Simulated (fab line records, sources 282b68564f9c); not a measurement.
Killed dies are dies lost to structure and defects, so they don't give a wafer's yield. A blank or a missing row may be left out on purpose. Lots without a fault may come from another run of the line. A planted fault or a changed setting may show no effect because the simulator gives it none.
Which tool did it? | flow rit_cmos | 6 lots, 18 wafers sampled, at 2 steps of a route of 202

WHAT THE GAUGES READ, wafer by wafer
RIT_SILICIDE_RS_MEAS_02: measures by four-point-probe.
lot  | measured    | on            | SILICIDE_TI_RS (ohm/sq)
L419 | day 3 06:54 | film_metro-04 | 48.1 48.3 46.8
L421 | day 3 19:29 | film_metro-02 | 47.0 47.3 47.9
L423 | day 4 03:59 | film_metro-04 | 47.9 49.0 49.1
L426 | day 5 00:40 | film_metro-04 | 32.5 48.7 48.5
L431 | day 6 06:50 | film_metro-02 | 48.1 47.5 47.6
L439 | day 7 13:59 | film_metro-02 | 47.8 47.0 48.4

WHICH TOOL RAN EACH LOT (tool, then ch and the chambers of the sampled wafers, then the start)
lot  | RIT_SILICIDE_SPUTTER_01
L419 | pvd_sputter-03, day 3 06:45
L421 | pvd_sputter-03, day 3 19:20
L423 | pvd_sputter-03, day 4 03:50
L426 | pvd_sputter-02, day 5 00:28
L431 | pvd_sputter-01, day 6 06:41
L439 | pvd_sputter-01, day 7 13:47
- RIT_SILICIDE_SPUTTER_01: material Ti, target thk 30 nm, time 240 s.

THE ANSWER, worked out from the rows above alone
Rule: what is usual is taken from the lots themselves. Put in order of their means at a reading, lots are off if they are a third of the lots or fewer, leave a main group of 4 or more, and stand apart from it by a gap of 3 or more times the standard deviation of the main group's means; of several such gaps the widest counts. A main group whose means are all the same, to the digits that the tables above print for the reading, isn't used. A lot without any number at a reading at which 4 lots or more have one is off too. The other lots that the step has rows for count as sound.
Off: L426, at RIT_SILICIDE_RS_MEAS_02 (SILICIDE_TI_RS). The main group: mean 47.9 ohm/sq, standard deviation 0.43.
A tool fits if, at a process step before that reading, it ran every lot that is off, and no sound lot after the first of them. The gauges at RIT_SILICIDE_RS_MEAS_02 are tried like those tools. Can't be told from this: 2 tools fit, pvd_sputter-02 at RIT_SILICIDE_SPUTTER_01, film_metro-04 at RIT_SILICIDE_RS_MEAS_02.

WHAT THE SIMULATOR HAD PUT IN
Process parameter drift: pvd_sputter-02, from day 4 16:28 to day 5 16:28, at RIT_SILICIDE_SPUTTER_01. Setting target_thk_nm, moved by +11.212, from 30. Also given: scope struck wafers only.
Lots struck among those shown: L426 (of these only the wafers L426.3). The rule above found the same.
